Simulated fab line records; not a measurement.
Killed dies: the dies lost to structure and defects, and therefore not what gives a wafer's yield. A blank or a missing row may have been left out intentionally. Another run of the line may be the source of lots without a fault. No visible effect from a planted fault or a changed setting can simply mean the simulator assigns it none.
2 desks, one fault | flow berkeley cmos170 | what lay behind the numbers comes last; until then each desk has only its own

## FROM THE METROLOGY DESK
What the gauges read for every lot (on any tool): the sampled wafers with a number, averaged. A lot is out of limits, marked OUT, if its mean lies more than 4 standard deviations from the usual mean; the brackets give that distance.
Columns: A = M1_OVL at UCB170_M1_OVL_MEAS_10, usual -3 nm; B = cd nm at UCB170_M2_CD_MEAS_90, usual 699.8 nm
lot  | first seen here | A  | B
L139 | day 8 09:03     | -8 | 699.4
L140 | day 9 03:41     | -3 | 699.7
L144 | day 9 14:26     | -2 | 700.7
L145 | day 9 20:51     | -7 | 694.8
L151 | day 10 18:44    | -1 | 699.1
L149 | day 10 19:21    | -2 | 691.0 (-4.2) OUT
L152 | day 11 04:53    | -5 | 697.1
L157 | day 12 09:13    | -0 | 700.9
L156 | day 12 09:29    | 0  | 698.7
L158 | day 12 09:47    | -5 | 698.2
L159 | day 12 12:46    | -5 | 704.8
L161 | day 12 13:59    | -9 | 701.7
L160 | day 12 14:20    | 1  | 700.8
L162 | day 13 10:43    | 1  | 700.4
This desk's verdict: out of limits on L149, starting with L149 at day 11 02:43 (cd nm at UCB170_M2_CD_MEAS_90). Within limits: L139, L140, L144, L145, L151, L152, L157, L156, L158, L159, L161, L160, L162.

## TOOL OWNER'S DESK, rie metal-03
The tool's own readings at UCB170_M2_METAL_ETCH_18 (etches Al in Cl2/BCl3, stops on SiO2, target depth 1170 nm, time 195 s): means of the sampled wafers that have a number, for each lot that ran on this tool. A lot is out of limits, marked OUT, if its mean lies more than 4 standard deviations from the usual mean; the brackets give that distance.
Columns: A = bcl3 flow sccm at UCB170_M2_METAL_ETCH_18, usual 44.98 sccm; B = drypump motor current A at UCB170_M2_METAL_ETCH_18, usual 5.3 A; C = oes product au at UCB170_M2_METAL_ETCH_18, usual 0.852 a.u.; D = throttle valve pct at UCB170_M2_METAL_ETCH_18, usual 24.45 %
lot  | first seen here | A     | B   | C     | D
L144 | day 9 22:35     | 44.96 | 5.4 | 0.864 | 24.21
L145 | day 10 04:03    | 44.88 | 5.5 | 0.865 | 24.15
L149 | day 11 02:26    | 44.84 | 5.4 | 0.865 | 24.21
L157 | day 16 11:13    | 44.95 | 5.5 | 0.865 | 24.14
L160 | day 16 15:27    | 44.99 | 5.4 | 0.863 | 24.21
Result from this desk: across the 5 lots, nothing is out of limits.

## TAKEN TOGETHER
On L149, the metrology desk was in a position to raise an alarm at day 11 02:43.
Nothing out of limits was seen by the tool owner's desk.
Tool owner's desk: L149 on record, inside its limits.
On rie metal-03, each named lot ran UCB170_M2_METAL_ETCH_18.

## WHAT THE SIMULATOR HAD PUT IN
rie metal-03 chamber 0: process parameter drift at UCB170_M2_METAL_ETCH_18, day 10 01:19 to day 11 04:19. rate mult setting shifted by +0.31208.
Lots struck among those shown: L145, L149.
Per desk, hours elapsed from the start of the fault to the first reading out of limits: for the metrology desk, 25.
